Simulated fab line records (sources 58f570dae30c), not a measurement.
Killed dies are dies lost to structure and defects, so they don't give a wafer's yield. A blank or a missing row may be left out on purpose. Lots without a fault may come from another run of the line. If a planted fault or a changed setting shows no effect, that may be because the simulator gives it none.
A single fault, viewed from 2 desks + flow berkeley_cmos170 + numbers are kept per desk, each desk with only its own; the story behind them comes last

THE METROLOGY DESK
What the gauges read for every lot (on any tool): the sampled wafers with a number, averaged. If a lot's mean is further than 4 standard deviations from the usual mean, the lot is out of limits and carries the mark OUT (the distance appears in the brackets).
Columns: A = INCOMING_BOW at UCB170_START_BOW_MEAS_00, usual 1 um; B = ACTIVE_OXIDE_THK at UCB170_ACTIVE_THK_MEAS_03, usual 26.3 nm; C = PFIELD_OVL at UCB170_PFIELD_OVL_MEAS_06, usual 4 nm; D = PFIELD_TW at UCB170_PFIELD_TW_MEAS_09, usual 603
| lot  | first seen here | A  | B              | C  | D   |
|------|-----------------|----|----------------|----|-----|
| L962 | day 1 10:00     | 2  | 26.7           | 3  | 602 |
| L963 | day 1 15:00     | 5  | 26.3           | 8  | 610 |
| L964 | day 1 20:00     | 5  | 26.3           | 6  | 595 |
| L965 | day 2 01:01     | 1  | 26.3           | -2 | 612 |
| L966 | day 2 06:00     | 1  | 26.5           | -0 | 606 |
| L967 | day 2 11:00     | -6 | 25.9           | -1 | 605 |
| L968 | day 2 16:02     | -3 | 25.8           | 6  | 600 |
| L970 | day 3 02:00     | 4  | 25.9           | 2  | 600 |
| L977 | day 4 13:04     | -3 | 37.6 (+23) OUT | 5  | 597 |
| L978 | day 4 18:01     | 3  | 38.6 (+25) OUT | 3  | 607 |
| L979 | day 4 23:00     | 1  | 26.8           | 6  | 604 |
This desk's result: L977, L978 out of limits, first on L978 (ACTIVE_OXIDE_THK at UCB170_ACTIVE_THK_MEAS_03), day 6 16:23. Within limits: L962, L963, L964, L965, L966, L967, L968, L970, L979.

FOR THE TOOL OWNER'S DESK: furnace-04
The tool's own readings at UCB170_ACTIVE_OXIDATION_02 (target thk 26.4 nm, ox time 1260 s): means of the sampled wafers that have a number, for each lot that ran on this tool. If a lot's mean is further than 4 standard deviations from the usual mean, the lot is out of limits and carries the mark OUT (the distance appears in the brackets).
Columns: A = spike_tc_source_C at UCB170_ACTIVE_OXIDATION_02, usual 1025.9 C; B = zone_power_source_pct at UCB170_ACTIVE_OXIDATION_02, usual 35.7 %
| lot  | first seen here | A      | B    |
|------|-----------------|--------|------|
| L965 | day 4 17:43     | 1027.1 | 36.0 |
| L967 | day 4 20:34     | 1027.5 | 35.6 |
| L968 | day 4 20:34     | 1027.2 | 36.4 |
| L970 | day 5 14:48     | 1027.1 | 36.0 |
| L977 | day 6 15:02     | 1027.5 | 35.8 |
| L978 | day 6 15:02     | 1026.0 | 36.3 |
Result from this desk: across the 6 lots, nothing is out of limits.

ALL TOGETHER
The metrology desk could have raised an alarm at day 6 16:23, on L977, L978.
The desk of the tool owner found nothing out of limits.
Tool owner's desk: L977, L978 on record, inside its limits.
Every lot named ran UCB170_ACTIVE_OXIDATION_02 on furnace-04.

WHAT HAD BEEN PUT IN BY THE SIMULATOR
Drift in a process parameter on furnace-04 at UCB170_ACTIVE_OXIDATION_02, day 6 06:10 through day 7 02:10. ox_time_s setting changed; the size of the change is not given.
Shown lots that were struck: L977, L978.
Delay in hours, fault start to first out-of-limits reading, per desk: metrology desk 10.
